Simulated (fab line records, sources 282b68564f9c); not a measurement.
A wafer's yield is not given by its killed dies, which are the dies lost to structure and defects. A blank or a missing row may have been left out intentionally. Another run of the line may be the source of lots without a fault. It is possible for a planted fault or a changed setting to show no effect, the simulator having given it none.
fab line records	flow rit_cmos	part 1 of 2: steps 1 to 30 of 31
record lots=5	wafers=23
route steps=202 shown ACTIVE@4 FOX2@25 NWELL@36 PWELL@47 WELLDRIVE@50 NRETRO@55 PRETRO@65 GATE@89 NLDD@111 PLDD@116 M1@202
start_h: start of the lot's first displayed wafer, in hours after the record's first day	wait_h: hours from the lot's prior step to this one	" identical to the entry in the row above	L1.1+2: several wafers, shown together as one row	- either no value or no given start	* or withheld: withheld	< > ~ a bound
route shown NAME@n: NAME is a module with steps in the file, n the number in the route of the first one	usual: the fault-free wafers' mean and standard deviation	same: alike in all rows	chamber/n: place in a boat	sites: the reading at each site	_std_site: their standard deviation	_edge_site: mean of outer sites minus mean of inner sites	radius_mm: how far each site lies from the wafer's centre	mask NAME#n: copy n	behind: the most recent tool/chamber to have shaped the wafer	hold: why the lot went on hold/how many hours it stayed there/how the hold came to an end	device: names the non-switching transistor (n, p or np)	end of line: tests of these same wafers at the route's end	a step without rows: its recipe alone	killed: not the wafer's yield, but the dies lost to structure and defects at the first sort	map: per-die view of a wafer (x killed, . not killed, _ where there is no die)
set.NAME: the setting the step ran with; set.NAME@STEP: the setting that earlier step ran with	model.NAME: the simulator's own value behind a step, which no gauge read
one table per step and one row per wafer, for lots whose settings were changed on purpose
## steps
# step RIT_ACTIVE_CVD_03
# recipe material=Si3N4	target_thk_nm=150	temp_c=810	precursor=SiH2Cl2/NH3	time_s=1500	pressure_mtorr=300	sih2cl2_flow_sccm=60	nh3_flow_sccm=150
lot.wafer	tool	chamber	start_h	wait_h	set.sih2cl2_flow_sccm	model.Si3N4_of_ACTIVE_CVD_03.thk_nm
L074.2	-	-	-	0.0	51.44	145.1
L074.3	"	-	"	"	51.44	144.1
L074.4	"	-	"	"	51.44	144.3
L074.5	"	-	"	"	51.44	145.7
L074.6	"	-	"	"	51.44	144.4
L078.1	-	-	-	0.1	65.15	153.3
L078.2	"	-	"	"	65.15	153.5
L078.3	"	-	"	"	65.15	152.1
L078.4	"	-	"	"	65.15	152.9
L078.6	"	-	"	"	65.15	153
L082.1	lpcvd-01	0	53.57	0.1	60	148.8
L082.4	"	0	"	"	60	149.2
L082.5	"	0	"	"	60	149.4
L083.1	-	-	-	0.1	67.15	156
L083.2	"	-	"	"	67.15	155.7
L083.3	"	-	"	"	67.15	156.7
L083.4	"	-	"	"	67.15	155.8
L083.5	"	-	"	"	67.15	157
L085.1+2	-	-	-	0.1	57.36	146.2
L085.3	"	-	"	"	57.36	146
L085.4	"	-	"	"	57.36	146.1
L085.6	"	-	"	"	57.36	145
# step RIT_ACTIVE_THK_MEAS_04
# recipe reads=Si3N4_of_ACTIVE_CVD_03
# usual ACTIVE_NITRIDE_THK=150.3/1.7
lot.wafer	tool	chamber	start_h	wait_h	set.sih2cl2_flow_sccm@ACTIVE_CVD_03	ACTIVE_NITRIDE_THK[nm]
L074.2	film_metro-01	-	-	-	51.44	145.2
L074.3	"	-	"	"	51.44	144.1
L074.4	"	-	"	"	51.44	144.3
L074.5	"	-	"	"	51.44	145.8
L074.6	"	-	"	"	51.44	144.3
L078.1	film_metro-01	-	-	-	65.15	153.2
L078.2	"	-	"	"	65.15	153.5
L078.3	"	-	"	"	65.15	152.1
L078.4	"	-	"	"	65.15	152.9
L078.6	"	-	"	"	65.15	153.2
L082.1	film_metro-04	-	54.98	0.0	60	148.8
L082.4	"	-	"	"	60	149.2
L082.5	"	-	"	"	60	149.3
L083.1	film_metro-04	-	-	-	67.15	156.1
L083.2	"	-	"	"	67.15	155.7
L083.3	"	-	"	"	67.15	156.8
L083.4	"	-	"	"	67.15	155.8
L083.5	"	-	"	"	67.15	156.9
L085.1	film_metro-04	-	-	-	57.36	146.2
L085.2	"	-	"	"	57.36	146.1
L085.3	"	-	"	"	57.36	146.1
L085.4	"	-	"	"	57.36	146.1
L085.6	"	-	"	"	57.36	144.9
# step RIT_ACTIVE_DEVELOP_10
# recipe resist=NOVOLAK	develop_time_s=50	dev_temp_c=23
lot.wafer	tool	chamber	start_h	wait_h	set.develop_time_s
L074.2+3	litho_track-02	0	-	-	53.65
L074.4+5+6	"	0	"	"	50
L078.1+2+6	litho_track-03	0	-	-	50
L078.3+4	"	0	"	"	44.54
L082.1+4+5	litho_track-02	0	-	-	50
L083.1+4+5	litho_track-03	0	-	-	54.09
L083.2+3	"	0	"	"	50
L085.1+2+3+4+6	litho_track-01	0	-	-	50
# step RIT_ACTIVE_CD_MEAS_11
# recipe target_cd_nm=1400
# usual cd_nm=1399.6/2
lot.wafer	tool	chamber	start_h	wait_h	set.develop_time_s@ACTIVE_DEVELOP_10	cd_nm
L074.2	cd_sem-01	-	15.37	-	53.65	1393.5
L074.3	"	-	"	"	53.65	1394.4
L074.4	"	-	"	"	50	1401.6
L074.5	"	-	"	"	50	1399.2
L074.6	"	-	"	"	50	1398.5
L078.1	cd_sem-01	-	36.28	-	50	1399.1
L078.2	"	-	"	"	50	1399.3
L078.3	"	-	"	"	44.54	1409.3
L078.4	"	-	"	"	44.54	1409.8
L078.6	"	-	"	"	50	1400.3
L082.1	cd_sem-01	-	56.02	-	50	1396.4
L082.4	"	-	"	"	50	1398.8
L082.5	"	-	"	"	50	1395.4
L083.1	cd_sem-02	-	60.08	-	54.09	1393.9
L083.2	"	-	"	"	50	1402.9
L083.3	"	-	"	"	50	1401.8
L083.4	"	-	"	"	54.09	1394.4
L083.5	"	-	"	"	54.09	1393.3
L085.1	cd_sem-02	-	72.36	-	50	1398.1
L085.2	"	-	"	"	50	1398.5
L085.3	"	-	"	"	50	1396.7
L085.4	"	-	"	"	50	1397.6
L085.6	"	-	"	"	50	1396.1
# step RIT_ACTIVE_ETCH_13
# recipe stop_on=SiO2	chemistry=SF6	target=Si3N4	time_s=210	over_etch_frac=0.4	SF6_flow_sccm=200	pressure_mtorr=260	rf_w=125	target_depth_a=2100
lot.wafer	tool	chamber	start_h	wait_h	set.time_s	model.NOVOLAK_of_ACTIVE_COAT_06.thk_nm	model.SiO2_of_ACTIVE_OXIDATION_01.thk_nm	model.ACTIVE.feature_depth_nm
L074.2	rie_diel-02	1	15.62	0.1	210	649	46.1	146.8
L074.3	"	3	"	"	210	646.5	45.84	146.5
L074.4	"	1	"	"	210	648.5	46.56	146.1
L074.5	"	3	"	"	210	645.5	45.16	148.1
L074.6	"	2	"	"	210	646	45.88	146.9
L078.1	rie_diel-02	1	36.55	0.1	210	647.8	46.2	155.1
L078.2	"	0	"	"	210	658.5	48.18	153.5
L078.3	"	2	"	"	210	647.5	45.83	154.6
L078.4	"	3	"	"	234.5	620.3	37.27	163.8
L078.6	"	3	"	"	234.5	617.6	37.92	163.9
L082.1	rie_diel-04	1	56.29	0.1	210	658.5	45.68	148.9
L082.4	"	2	"	"	210	650.8	45.73	149.6
L082.5	"	0	"	"	210	651	46.25	149.4
L083.1	rie_diel-02	0	60.35	0.1	199.7	673.5	48.33	156
L083.2	"	1	"	"	210	648.7	46.65	157.4
L083.3	"	2	"	"	210	645.3	46.18	159.2
L083.4	"	3	"	"	210	646.6	45.79	158.1
L083.5	"	0	"	"	199.7	673.4	48.13	157
L085.1	rie_diel-03	2	72.63	0.1	219.2	647.6	43.94	149.2
L085.2	"	1	"	"	210	646.1	45.75	148
L085.3	"	0	"	"	210	649.8	45.75	147.4
L085.4	"	3	"	"	219.2	640.8	43.16	149.6
L085.6	"	2	"	"	219.2	647.9	43.74	148
# step RIT_ACTIVE_STRIP_14
# recipe chemistry=O2	time_s=180	resist=NOVOLAK	platen_temp_c=withheld	power_w=500	pressure_mtorr=4000	o2_flow_sccm=4000
# step RIT_ACTIVE_CD_MEAS_90
# recipe target_cd_nm=1400
# usual cd_nm=1399.5/2
lot.wafer	tool	chamber	start_h	wait_h	set.develop_time_s@ACTIVE_DEVELOP_10	cd_nm
L074.2	cd_sem-01	-	15.95	0.1	53.65	1393.1
L074.3	"	-	"	"	53.65	1394.2
L074.4	"	-	"	"	50	1401.0
L074.5	"	-	"	"	50	1399.3
L074.6	"	-	"	"	50	1398.6
L078.1	cd_sem-02	-	36.86	0.1	50	1398.8
L078.2	"	-	"	"	50	1399.3
L078.3	"	-	"	"	44.54	1409.4
L078.4	"	-	"	"	44.54	1409.9
L078.6	"	-	"	"	50	1400.5
L082.1	cd_sem-02	-	56.60	0.1	50	1396.6
L082.4	"	-	"	"	50	1398.9
L082.5	"	-	"	"	50	1395.8
L083.1	cd_sem-01	-	60.66	0.1	54.09	1393.9
L083.2	"	-	"	"	50	1402.7
L083.3	"	-	"	"	50	1401.2
L083.4	"	-	"	"	54.09	1394.0
L083.5	"	-	"	"	54.09	1393.8
L085.1	cd_sem-01	-	72.94	0.1	50	1398.5
L085.2	"	-	"	"	50	1398.3
L085.3	"	-	"	"	50	1395.9
L085.4	"	-	"	"	50	1397.8
L085.6	"	-	"	"	50	1395.5
# step RIT_FOX2_CLEAN_02
# recipe chemistry=dHF	dilution=50:1	time_s=180
lot.wafer	tool	chamber	start_h	wait_h	set.time_s
L074.2+3+4+5+6	-	-	-	0.0	193.4
L078.1+2+3+4+6	-	-	-	0.1	200.5
L082.1+4+5	wet_bench-04	3	60.21	0.1	180
L083.1+2+3+4+5	-	-	-	0.1	180
L085.1+2+3+4+6	-	-	-	0.1	197.9
# step RIT_FOX2_WET_ETCH_03
# recipe chemistry=H3PO4	target=Si3N4	target_depth_nm=195	temp_c=165	time_s=2700
lot.wafer	tool	chamber	start_h	wait_h	set.time_s@ACTIVE_ETCH_13	model.SiO2_of_ACTIVE_OXIDATION_01.thk_nm
L074.2	wet_bench-01	3	-	-	210	40.88
L074.3	"	3	"	"	210	40.64
L074.4	"	3	"	"	210	41.29
L074.5	"	3	"	"	210	40.03
L074.6	"	3	"	"	210	40.68
L078.1	wet_bench-02	3	-	-	210	41.16
L078.2	"	3	"	"	210	42.91
L078.3	"	3	"	"	210	40.8
L078.4	"	3	"	"	234.5	33.17
L078.6	"	3	"	"	234.5	33.75
L082.1	wet_bench-02	3	60.27	0.0	210	40.7
L082.4	"	3	"	"	210	40.76
L082.5	"	3	"	"	210	41.22
L083.1	wet_bench-02	2	-	-	199.7	42.94
L083.2	"	2	"	"	210	41.46
L083.3	"	2	"	"	210	41.05
L083.4	"	2	"	"	210	40.72
L083.5	"	2	"	"	199.7	42.8
L085.1	wet_bench-04	3	-	-	219.2	38.96
L085.2	"	3	"	"	210	40.59
L085.3	"	3	"	"	210	40.6
L085.4	"	3	"	"	219.2	38.27
L085.6	"	3	"	"	219.2	38.78
# step RIT_NWELL_IMPLANT_08
# recipe species=P	energy_kev=170	dose_cm2=5e+13	tilt_deg=7
lot.wafer	tool	chamber	start_h	wait_h	set.energy_kev	model.implant.rp_nm	model.implant.drp_nm
L074.2+3+4+5+6	implanter-04	0	24.60	0.2	170	212.6	68.82
L078.1+3	implanter-04	0	43.04	0.2	173.8	222.1	69.98
L078.2+4+6	"	0	"	"	170	217.1	68.82
L082.1+4+5	implanter-01	0	62.53	0.2	170	211.6	68.82
L083.1+2+3+4+5	implanter-02	0	73.28	0.2	170	210.3	68.82
L085.1+6	implanter-02	0	81.24	0.2	178.5	220.4	71.39
L085.2+3+4	"	0	"	"	170	209.6	68.82
# step RIT_PWELL_IMPLANT_08
# recipe species=B	energy_kev=170	dose_cm2=7e+13	tilt_deg=7
lot.wafer	tool	chamber	start_h	wait_h	set.dose_cm2
L074.2+3+4	implanter-01	0	26.41	0.2	7.187e+13
L074.5+6	"	0	"	"	7e+13
L078.1+2+4	implanter-01	0	44.59	0.2	7e+13
L078.3+6	"	0	"	"	6.624e+13
L082.1+4+5	implanter-04	0	64.08	0.2	7e+13
L083.1+2+4	implanter-03	0	74.95	0.2	6.541e+13
L083.3+5	"	0	"	"	7e+13
L085.1+2+6	implanter-03	0	82.79	0.2	7.333e+13
L085.3+4	"	0	"	"	7e+13
# step RIT_PWELL_STRIP_09
# recipe chemistry=O2	time_s=180	resist=NOVOLAK	platen_temp_c=withheld	power_w=500	pressure_mtorr=4000	o2_flow_sccm=4000
# step RIT_WELLDRIVE_ANNEAL_00
# recipe temp_c=1100	time_s=14700	ambient=N2
# step RIT_WELLDRIVE_RS_MEAS_02
# recipe thk_meas_gauge=four-point-probe
# usual PWELL_RS=429.6/1
lot.wafer	tool	chamber	start_h	wait_h	set.dose_cm2@PWELL_IMPLANT_08	PWELL_RS[ohm/sq]
L074.2	film_metro-02	-	31.99	0.1	7.187e+13	421.6
L074.3	"	-	"	"	7.187e+13	422.3
L074.4	"	-	"	"	7.187e+13	423.9
L074.5	"	-	"	"	7e+13	430.2
L074.6	"	-	"	"	7e+13	428.4
L078.1	film_metro-03	-	50.62	0.1	7e+13	431.2
L078.2	"	-	"	"	7e+13	431.4
L078.3	"	-	"	"	6.624e+13	447.1
L078.4	"	-	"	"	7e+13	431.5
L078.6	"	-	"	"	6.624e+13	446.8
L082.1	film_metro-02	-	71.84	0.1	7e+13	429.1
L082.4	"	-	"	"	7e+13	429.7
L082.5	"	-	"	"	7e+13	429.8
L083.1	film_metro-01	-	82.26	0.1	6.541e+13	448.1
L083.2	"	-	"	"	6.541e+13	447.5
L083.3	"	-	"	"	7e+13	430.0
L083.4	"	-	"	"	6.541e+13	447.1
L083.5	"	-	"	"	7e+13	428.3
L085.1	film_metro-03	-	90.52	0.1	7.333e+13	417.2
L085.2	"	-	"	"	7.333e+13	417.5
L085.3	"	-	"	"	7e+13	429.0
L085.4	"	-	"	"	7e+13	428.9
L085.6	"	-	"	"	7.333e+13	416.7
# step RIT_NRETRO_SOFTBAKE_02
# recipe resist=NOVOLAK	temp_c=90	time_s=60
lot.wafer	tool	chamber	start_h	wait_h	set.temp_c
L074.2+6	litho_track-03	0	32.41	0.1	90
L074.3+4+5	"	0	"	"	87.65
L078.1+3+4	litho_track-03	0	51.04	0.1	90
L078.2+6	"	0	"	"	86.71
L082.1+4+5	litho_track-03	0	72.26	0.1	90
L083.1+3+5	litho_track-02	0	82.68	0.1	90
L083.2+4	"	0	"	"	93.03
L085.1+3+4	litho_track-03	0	90.94	0.1	90
L085.2+6	"	0	"	"	89.01
# step RIT_NRETRO_EXPOSE_03
# recipe mask_id=M4	na=0.57	target_cd_nm=43900	dose_mj=250
# step RIT_NRETRO_PEB_04
# recipe resist=NOVOLAK	temp_c=withheld	time_s=withheld
# step RIT_NRETRO_DEVELOP_05
# recipe resist=NOVOLAK	develop_time_s=68	dev_temp_c=23
lot.wafer	tool	chamber	start_h	wait_h	set.temp_c@NRETRO_SOFTBAKE_02	model.NOVOLAK_of_NRETRO_COAT_01.thk_nm
L074.2+6	litho_track-02	0	-	-	90	1305
L074.3	"	0	"	"	87.65	1315
L074.4	"	0	"	"	87.65	1312
L074.5	"	0	"	"	87.65	1313
L078.1+3+4	litho_track-02	0	-	-	90	1306
L078.2	"	0	"	"	86.71	1317
L078.6	"	0	"	"	86.71	1319
L082.1	litho_track-03	0	-	-	90	1304
L082.4	"	0	"	"	90	1306
L082.5	"	0	"	"	90	1305
L083.1+5	litho_track-03	0	-	-	90	1303
L083.2	"	0	"	"	93.03	1292
L083.3	"	0	"	"	90	1296
L083.4	"	0	"	"	93.03	1290
L085.1+4	litho_track-04	0	-	-	90	1303
L085.2+6	"	0	"	"	89.01	1307
L085.3	"	0	"	"	90	1305
# step RIT_NRETRO_IMPLANT_08
# recipe species=P	energy_kev=70	dose_cm2=1e+13	tilt_deg=7
lot.wafer	tool	chamber	start_h	wait_h	set.energy_kev	model.implant.rp_nm	model.implant.drp_nm
L074.2+4	implanter-03	0	33.35	0.2	70	87.73	33.94
L074.3+5+6	"	0	"	"	74.03	92.93	35.57
L078.1+3+6	implanter-02	0	51.91	0.2	66.59	83.86	32.52
L078.2+4	"	0	"	"	70	88.27	33.94
L082.1+4+5	implanter-01	0	73.13	0.2	70	80.99	33.94
L083.1+4	implanter-01	0	83.54	0.2	70	83.71	33.94
L083.2+3+5	"	0	"	"	73.08	87.49	35.19
L085.1+2	implanter-03	0	92.31	0.2	66.81	79.29	32.61
L085.3+4+6	"	0	"	"	70	83.18	33.94
# step RIT_PRETRO_COAT_01
# recipe resist=NOVOLAK	spin_rpm=2000	resist_thk_nm=1300
lot.wafer	tool	chamber	start_h	wait_h	set.resist_thk_nm	model.NOVOLAK_of_PRETRO_COAT_01.thk_nm
L074.2	litho_track-02	0	33.88	0.1	1278	1278
L074.3	"	0	"	"	1278	1279
L074.4	"	0	"	"	1300	1300
L074.5	"	0	"	"	1300	1303
L074.6	"	0	"	"	1300	1302
L078.1	litho_track-02	0	52.44	0.1	1341	1341
L078.2	"	0	"	"	1300	1298
L078.3	"	0	"	"	1300	1297
L078.4	"	0	"	"	1341	1336
L078.6	"	0	"	"	1341	1335
L082.1	litho_track-02	0	73.66	0.1	1300	1298
L082.4	"	0	"	"	1300	1301
L082.5	"	0	"	"	1300	1302
L083.1+4	litho_track-02	0	84.08	0.1	1300	1294
L083.2	"	0	"	"	1300	1297
L083.3+5	"	0	"	"	1300	1291
L085.1	litho_track-03	0	92.84	0.1	1265	1265
L085.2	"	0	"	"	1300	1304
L085.3	"	0	"	"	1265	1267
L085.4+6	"	0	"	"	1300	1302
# step RIT_PRETRO_SOFTBAKE_02
# recipe resist=NOVOLAK	temp_c=90	time_s=60
# step RIT_PRETRO_EXPOSE_03
# recipe mask_id=M5	na=0.57	target_cd_nm=43700	dose_mj=250
# step RIT_PRETRO_DEVELOP_05
# recipe resist=NOVOLAK	develop_time_s=68	dev_temp_c=23
# step RIT_PRETRO_HARDBAKE_07
# recipe resist=NOVOLAK	temp_c=140	time_s=120
lot.wafer	tool	chamber	start_h	wait_h	set.resist_thk_nm@PRETRO_COAT_01	model.NOVOLAK_of_PRETRO_COAT_01.thk_nm
L074.2+3	litho_track-02	0	34.67	0.1	1278	1118
L074.4	"	0	"	"	1300	1137
L074.5	"	0	"	"	1300	1140
L074.6	"	0	"	"	1300	1139
L078.1	litho_track-03	0	53.33	0.0	1341	1173
L078.2	"	0	"	"	1300	1135
L078.3	"	0	"	"	1300	1134
L078.4	"	0	"	"	1341	1168
L078.6	"	0	"	"	1341	1167
L082.1	litho_track-01	0	74.43	0.0	1300	1135
L082.4	"	0	"	"	1300	1138
L082.5	"	0	"	"	1300	1139
L083.1+4	litho_track-02	0	84.86	0.0	1300	1132
L083.2	"	0	"	"	1300	1134
L083.3+5	"	0	"	"	1300	1129
L085.1	litho_track-01	0	93.61	0.0	1265	1107
L085.2	"	0	"	"	1300	1140
L085.3	"	0	"	"	1265	1109
L085.4+6	"	0	"	"	1300	1138
# step RIT_GATE_EXPOSE_13
# recipe mask_id=M6	na=0.6	source_shape=conventional	sigma_outer=0.6	target_cd_nm=150	dose_mj=380
lot.wafer	tool	chamber	start_h	wait_h	mask	set.dose_mj
L074.2+5+6	iline_stepper-02	0	41.03	0.1	M6#0	401.2
L074.3+4	"	0	"	"	M6#0	380
L078.1+6	iline_stepper-02	0	59.05	0.1	M6#0	360.5
L078.2+3+4	"	0	"	"	M6#0	380
L082.1+4+5	iline_stepper-02	0	86.32	0.2	M6#0	380
L083.1+3	iline_stepper-02	0	91.62	0.1	M6#0	404.2
L083.2+4+5	"	0	"	"	M6#0	380
L085.1+6	iline_stepper-02	0	102.62	0.2	M6#0	380
L085.2+3+4	"	0	"	"	M6#0	393.3
# step RIT_NLDD_IMPLANT_08
# recipe species=P	energy_kev=20	dose_cm2=5e+14	tilt_deg=7
lot.wafer	tool	chamber	start_h	wait_h	set.energy_kev	model.implant.rp_nm	model.implant.drp_nm
L074.2+3+5	implanter-04	0	46.66	0.1	20	27.19	12.97
L074.4+6	"	0	"	"	20.33	27.5	13.1
L078.1+2+4	implanter-02	0	64.65	0.1	20.54	28.79	13.18
L078.3+6	"	0	"	"	20	28.28	12.97
L082.1+4+5	implanter-04	0	92.27	0.1	20	28.2	12.97
L083.1+2+4	implanter-02	0	96.98	0.1	19.2	26.71	12.65
L083.3+5	"	0	"	"	20	27.46	12.97
L085.1+2+3+4+6	implanter-01	0	107.86	0.1	20	27	12.97
# step RIT_PLDD_SOFTBAKE_02
# recipe resist=NOVOLAK	temp_c=90	time_s=60
lot.wafer	tool	chamber	start_h	wait_h	set.temp_c
L074.2+4	litho_track-03	0	47.35	0.1	88.42
L074.3+5+6	"	0	"	"	90
L078.1+3+6	litho_track-04	0	65.33	0.1	90
L078.2+4	"	0	"	"	92.01
L082.1+4+5	litho_track-02	0	92.95	0.1	90
L083.1+3+4	litho_track-04	0	97.66	0.1	88.56
L083.2+5	"	0	"	"	90
L085.1+4+6	litho_track-02	0	108.55	0.1	90
L085.2+3	"	0	"	"	92.71
# step RIT_PLDD_EXPOSE_03
# recipe mask_id=M8	na=0.57	target_cd_nm=40900	dose_mj=250
# step RIT_PLDD_PEB_04
# recipe resist=NOVOLAK	temp_c=withheld	time_s=withheld
# step RIT_PLDD_DEVELOP_05
# recipe resist=NOVOLAK	develop_time_s=50	dev_temp_c=23
lot.wafer	tool	chamber	start_h	wait_h	set.temp_c@PLDD_SOFTBAKE_02	model.NOVOLAK_of_PLDD_COAT_01.thk_nm
L074.2	litho_track-03	0	-	-	88.42	1011
L074.3	"	0	"	"	90	1005
L074.4	"	0	"	"	88.42	1009
L074.5	"	0	"	"	90	1004
L074.6	"	0	"	"	90	1003
L078.1	litho_track-04	0	-	-	90	1004
L078.2	"	0	"	"	92.01	997.8
L078.3	"	0	"	"	90	1003
L078.4	"	0	"	"	92.01	999.3
L078.6	"	0	"	"	90	1005
L082.1	litho_track-04	0	-	-	90	998
L082.4	"	0	"	"	90	997.2
L082.5	"	0	"	"	90	993.7
L083.1	litho_track-04	0	-	-	88.56	1002
L083.2	"	0	"	"	90	998.8
L083.3	"	0	"	"	88.56	1004
L083.4	"	0	"	"	88.56	1003
L083.5	"	0	"	"	90	1001
L085.1	litho_track-02	0	-	-	90	993.9
L085.2	"	0	"	"	92.71	987.9
L085.3	"	0	"	"	92.71	991.7
L085.4	"	0	"	"	90	994.8
L085.6	"	0	"	"	90	995.2
## key
split step=RIT_ACTIVE_CVD_03	setting=sih2cl2_flow_sccm	stated=60	by=lot
response step=RIT_ACTIVE_CVD_03	reading=model.Si3N4_of_ACTIVE_CVD_03.thk_nm	change=+0.441	per=1%	r=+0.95
response step=RIT_ACTIVE_THK_MEAS_04	reading=ACTIVE_NITRIDE_THK	change=+0.442	per=1%	r=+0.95
split step=RIT_ACTIVE_DEVELOP_10	setting=develop_time_s	stated=50	by=wafer
response step=RIT_ACTIVE_CD_MEAS_11	reading=cd_nm	change=-0.919	per=1%	r=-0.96
response step=RIT_ACTIVE_CD_MEAS_90	reading=cd_nm	change=-0.918	per=1%	r=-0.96
split step=RIT_ACTIVE_ETCH_13	setting=time_s	stated=210	by=wafer
response step=RIT_ACTIVE_ETCH_13	reading=model.NOVOLAK_of_ACTIVE_COAT_06.thk_nm	change=-2.89	per=1%	r=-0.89
response step=RIT_ACTIVE_ETCH_13	reading=model.SiO2_of_ACTIVE_OXIDATION_01.thk_nm	change=-0.702	per=1%	r=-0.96
response step=RIT_ACTIVE_ETCH_13	reading=model.ACTIVE.feature_depth_nm	change=+0.695	per=1%	r=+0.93
response step=RIT_FOX2_WET_ETCH_03	reading=model.SiO2_of_ACTIVE_OXIDATION_01.thk_nm	change=-0.627	per=1%	r=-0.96
split step=RIT_FOX2_CLEAN_02	setting=time_s	stated=180	by=lot
response none clear
split step=RIT_NWELL_IMPLANT_08	setting=energy_kev	stated=170	by=wafer
response step=RIT_NWELL_IMPLANT_08	reading=model.implant.rp_nm	change=+2.17	per=1%	r=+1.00
response step=RIT_NWELL_IMPLANT_08	reading=model.implant.drp_nm	change=+0.514	per=1%	r=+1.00
split step=RIT_PWELL_IMPLANT_08	setting=dose_cm2	stated=7e+13	by=wafer
response step=RIT_WELLDRIVE_RS_MEAS_02	reading=PWELL_RS	change=-2.74	per=1%	r=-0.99
split step=RIT_NRETRO_SOFTBAKE_02	setting=temp_c	stated=90	by=wafer
response step=RIT_NRETRO_DEVELOP_05	reading=model.NOVOLAK_of_NRETRO_COAT_01.thk_nm	change=-3.18	per=1%	r=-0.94
split step=RIT_NRETRO_IMPLANT_08	setting=energy_kev	stated=70	by=wafer
response step=RIT_NRETRO_IMPLANT_08	reading=model.implant.rp_nm	change=+0.885	per=1%	r=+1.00
response step=RIT_NRETRO_IMPLANT_08	reading=model.implant.drp_nm	change=+0.287	per=1%	r=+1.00
split step=RIT_PRETRO_COAT_01	setting=resist_thk_nm	stated=1300	by=wafer
response step=RIT_PRETRO_COAT_01	reading=model.NOVOLAK_of_PRETRO_COAT_01.thk_nm	change=+13.1	per=1%	r=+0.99
response step=RIT_PRETRO_HARDBAKE_07	reading=model.NOVOLAK_of_PRETRO_COAT_01.thk_nm	change=+11.3	per=1%	r=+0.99
split step=RIT_GATE_EXPOSE_13	setting=dose_mj	stated=380	by=wafer
response step=RIT_M1_PROBE_99	reading=model.etest.pmos_turned.r_on_ohm_um	change=-95.2	per=1%	r=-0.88
response step=RIT_M1_PROBE_99	reading=model.etest.pmos_0p15.r_on_ohm_um	change=-97.3	per=1%	r=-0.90
response step=RIT_M1_PROBE_99	reading=model.etest.nmos_0p15.r_on_ohm_um	change=-29.9	per=1%	r=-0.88
response step=RIT_M1_PROBE_99	reading=model.etest.nmos_0p15.drive_ua_um	change=+21.2	per=1%	r=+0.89
response step=RIT_M1_PROBE_99	reading=model.etest.pmos_0p15.drive_ua_um	change=+13.4	per=1%	r=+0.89
response step=RIT_M1_PROBE_99	reading=model.etest.npoly_line.line_ohm_um	change=+9.93	per=1%	r=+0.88
split step=RIT_NLDD_IMPLANT_08	setting=energy_kev	stated=20	by=wafer
response step=RIT_NLDD_IMPLANT_08	reading=model.implant.rp_nm	change=+0.187	per=1%	r=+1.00
response step=RIT_NLDD_IMPLANT_08	reading=model.implant.drp_nm	change=+0.0785	per=1%	r=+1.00
split step=RIT_PLDD_SOFTBAKE_02	setting=temp_c	stated=90	by=wafer
response step=RIT_PLDD_DEVELOP_05	reading=model.NOVOLAK_of_PLDD_COAT_01.thk_nm	change=-2.14	per=1%	r=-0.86
